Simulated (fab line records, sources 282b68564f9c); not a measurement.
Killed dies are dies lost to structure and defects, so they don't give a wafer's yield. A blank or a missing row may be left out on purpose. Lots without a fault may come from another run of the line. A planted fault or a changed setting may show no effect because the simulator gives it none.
A struck lot beside a sound one | flow rit_cmos | 44 steps out of a route of 202
Sound: wafers L459.1, L459.5, L459.6. Struck: wafers L448.2, L448.4, L448.6. The cause comes at the end.
At each step with rows: each side's tool, then ch and its chambers, then its first start. Under that, the readings that differ: sound wafers | struck wafers | difference of the means | sigmas: that difference in standard deviations of wafers without a fault.
alike: readings whose means differ by less than 2 such deviations, and words and numbers that are the same on both sides. not compared: withheld readings, readings that some wafer has no value for, bounds like >300 that may hide the same value, and numbers for which the record gives no deviation and whose values overlap.
The two part at a step that has a row with sigmas, a row that says differs or no value, or rows on one side only. Numbers that don't overlap but have no deviation are shown without sigmas and don't part them. A reading that every wafer of one side lacks parts them only if that side has two wafers or more.

first, 2 steps without rows for these wafers: RIT_PLDD_PEB_04; RIT_PLDD_DEVELOP_05 (develop time 50 s).
RIT_PLDD_OVL_MEAS_06:
  sound on overlay-02, day 7 05:47; struck on overlay-01, day 4 20:29
  reading       | sound       | struck         | difference | sigmas
  PLDD_OVL (nm) | 1.6 1.7 1.0 | -2.5 -3.0 -1.8 | -3.9       | -3
then, 2 steps without rows for these wafers: RIT_PLDD_HARDBAKE_07 (time 60 s); RIT_PLDD_IMPLANT_08.
RIT_PLDD_STRIP_09: strips in O2, time 180 s.
  sound on plasma_asher-02 ch 0,1, day 7 06:08; struck on plasma_asher-01 ch 0,1, day 4 20:49
  reading                     | sound          | struck         | difference | sigmas
  drypump_motor_current_A (A) | 5.55 5.55 5.62 | 6.16 5.73 6.16 | +0.44      | +2
  not compared: rf_hours_counter_h
RIT_PLDD_TW_MEAS_10:
  sound on film_metro-03, day 7 06:18; struck on film_metro-03, day 4 21:00
  alike: PLDD_TW
then, 4 steps without rows for these wafers: RIT_SPACER_CLEAN_00 (cleans in SC1, time 600 s); RIT_SPACER_CLEAN_01 (cleans in dHF, time 30 s); RIT_SPACER_CLEAN_02 (cleans in SC2, time 600 s); RIT_SPACER_CVD_03 (deposits Si3N4 from SiH2Cl2/NH3, target thk 250 nm, time 3300 s).
RIT_SPACER_THK_MEAS_04:
  sound on film_metro-01, day 7 08:40; struck on film_metro-02, day 4 23:31
  alike: SPACER_NITRIDE_THK
RIT_SPACER_ETCHBACK_05: etches Si3N4 in SF6/CHF3, stops on SiO2, target depth 250 nm, time 230.9 s.
  sound on rie_diel-01 ch 0,3, day 7 08:43; struck on rie_diel-03 ch 1,3, day 4 23:34
  reading                                  | sound             | struck            | difference | sigmas
  rf_fwd_power_W (W)                       | 247.8 248.7 249.7 | 289.4 287.8 289.3 | +40.1      | +51
  throttle_valve_pct (%)                   | 10.54 10.52 10.31 | 10.18 10.22 10.21 | -0.25      | -2
  model.poly-Si_of_GATE_CVD_08.thk_nm (nm) | 171.6 172.6 173.9 | 159.7 162.4 159.9 | -12.0      |
  model.Si3N4_of_SPACER_CVD_03.thk_nm (nm) | 198.8 197.2 199.6 | 191.1 192.9 193.4 | -6.1       |
  alike: SF6_flow_sccm, drypump_motor_current_A, oes_product_au
  not compared: rf_hours_counter_h
then, 6 steps without rows for these wafers: RIT_NSD_HMDS_00 (prime time 60 s); RIT_NSD_COAT_01 (resist thk 1000 nm); RIT_NSD_SOFTBAKE_02 (time 60 s); RIT_NSD_EXPOSE_03 (exposes mask M9, target cd 40700 nm); RIT_NSD_PEB_04; RIT_NSD_DEVELOP_05 (develop time 50 s).
RIT_NSD_OVL_MEAS_06:
  sound on overlay-01, day 7 09:43; struck on overlay-02, day 5 00:47
  alike: NSD_OVL
then, 2 steps without rows for these wafers: RIT_NSD_HARDBAKE_07 (time 60 s); RIT_NSD_IMPLANT_08.
RIT_NSD_STRIP_09: strips in O2, time 180 s.
  sound on plasma_asher-03 ch 0,1, day 7 10:04; struck on plasma_asher-01 ch 0, day 5 01:07
  alike: drypump_motor_current_A
  not compared: rf_hours_counter_h
RIT_NSD_TW_MEAS_10:
  sound on film_metro-02, day 7 10:14; struck on film_metro-03, day 5 01:19
  reading | sound          | struck         | difference | sigmas
  NSD_TW  | 3066 3068 3070 | 3098 3117 3111 | +41        | +3
then, 6 steps without rows for these wafers: RIT_PSD_HMDS_00 (prime time 60 s); RIT_PSD_COAT_01 (resist thk 1000 nm); RIT_PSD_SOFTBAKE_02 (time 60 s); RIT_PSD_EXPOSE_03 (exposes mask M10, target cd 40900 nm); RIT_PSD_PEB_04; RIT_PSD_DEVELOP_05 (develop time 50 s).
RIT_PSD_OVL_MEAS_06:
  sound on overlay-01, day 7 11:21; struck on overlay-02, day 5 02:13
  alike: PSD_OVL
then, 2 steps without rows for these wafers: RIT_PSD_HARDBAKE_07 (time 60 s); RIT_PSD_IMPLANT_08.
RIT_PSD_STRIP_09: strips in O2, time 180 s.
  sound on plasma_asher-01 ch 0,1, day 7 11:41; struck on plasma_asher-01 ch 0,1, day 5 02:32
  alike: drypump_motor_current_A
  not compared: rf_hours_counter_h
RIT_PSD_TW_MEAS_10:
  sound on film_metro-04, day 7 11:52; struck on film_metro-04, day 5 02:44
  alike: PSD_TW
then, 2 steps without rows for these wafers: RIT_SDANNEAL_CLEAN_00 (cleans in SC1, time 600 s); RIT_SDANNEAL_CLEAN_01 (cleans in dHF, time 30 s).
RIT_SDANNEAL_CLEAN_02: cleans in SC2, time 600 s.
  sound on wet_bench-04 ch 2, day 7 12:07; struck on wet_bench-04 ch 0, day 5 03:11
  reading                                  | sound             | struck            | difference | sigmas
  model.poly-Si_of_GATE_CVD_08.thk_nm (nm) | 167.3 168.3 169.7 | 155.3 158.1 155.6 | -12.1      |
RIT_SDANNEAL_RTA_03: time 5 s.
  sound on rtp_anneal-02 ch 0, day 7 12:17; struck on rtp_anneal-01 ch 0, day 5 03:32
  alike: wafer_temp_C_max
RIT_SDANNEAL_RS_MEAS_04: measures by four-point-probe.
  sound on film_metro-03, day 7 12:21; struck on film_metro-02, day 5 03:37
  alike: PSD_RS
RIT_SDANNEAL_RS_MEAS_05: measures by four-point-probe.
  sound on film_metro-03, day 7 12:28; struck on film_metro-02, day 5 03:44
  alike: NSD_RS
RIT_SDANNEAL_RS_MEAS_06: measures by four-point-probe.
  sound on film_metro-03, day 7 12:35; struck on film_metro-02, day 5 03:51
  alike: PLDD_RS
RIT_SILICIDE_WET_ETCH_00: etches SiO2 in BOE, target depth 14 nm, time 15 s.
  sound on wet_bench-04 ch 2, day 7 12:50; struck on wet_bench-03 ch 0, day 5 04:04
  reading                                  | sound             | struck            | difference | sigmas
  model.Si3N4_of_SPACER_CVD_03.thk_nm (nm) | 197.7 196.1 198.4 | 189.9 191.8 192.2 | -6.1       |
RIT_M1_PROBE_99:
  sound on prober-01, day 7 19:43; struck on prober-02, day 5 11:08
  reading                             | sound             | struck            | difference | sigmas
  model.etest.pmos_0p15.r_on_ohm_um   | 2706 2652 2656    | 2840 2788 2753    | +122       |
  model.etest.nmos_0p15.r_on_ohm_um   | 1110 1102 1083    | 1287 1239 1245    | +159       |
  model.etest.nmos_0p3.r_on_ohm_um    | 2110 2090 2070    | 2219 2158 2153    | +87        |
  model.etest.pplus_sal.width_nm (nm) | 3420 3430 3444    | 3512 3505 3521    | +81        |
  model.etest.nplus_sal.width_nm (nm) | 3428 3405 3420    | 3501 3497 3527    | +91        |
  model.etest.pwell_pinched.rs_ohm_sq | 459.4 454.7 453.2 | 488.8 485.2 482.9 | +29.9      |
  model.etest.nwell_pinched.rs_ohm_sq | 331.6 332.5 327.6 | 352.3 348 351     | +19.9      |
  alike: killed_at_front_end, killed_dies, killed_open, killed_short
  not compared: model.etest.field_p_metal.vt_v

WHERE THEY PART
First at RIT_PLDD_OVL_MEAS_06; last, within this record, at RIT_NSD_TW_MEAS_10. Later steps at which nothing parts them and some readings are alike: RIT_PSD_OVL_MEAS_06, RIT_PSD_STRIP_09, RIT_PSD_TW_MEAS_10, RIT_SDANNEAL_RTA_03, RIT_SDANNEAL_RS_MEAS_04, RIT_SDANNEAL_RS_MEAS_05, RIT_SDANNEAL_RS_MEAS_06, RIT_M1_PROBE_99.

WHY: what the simulator had put in
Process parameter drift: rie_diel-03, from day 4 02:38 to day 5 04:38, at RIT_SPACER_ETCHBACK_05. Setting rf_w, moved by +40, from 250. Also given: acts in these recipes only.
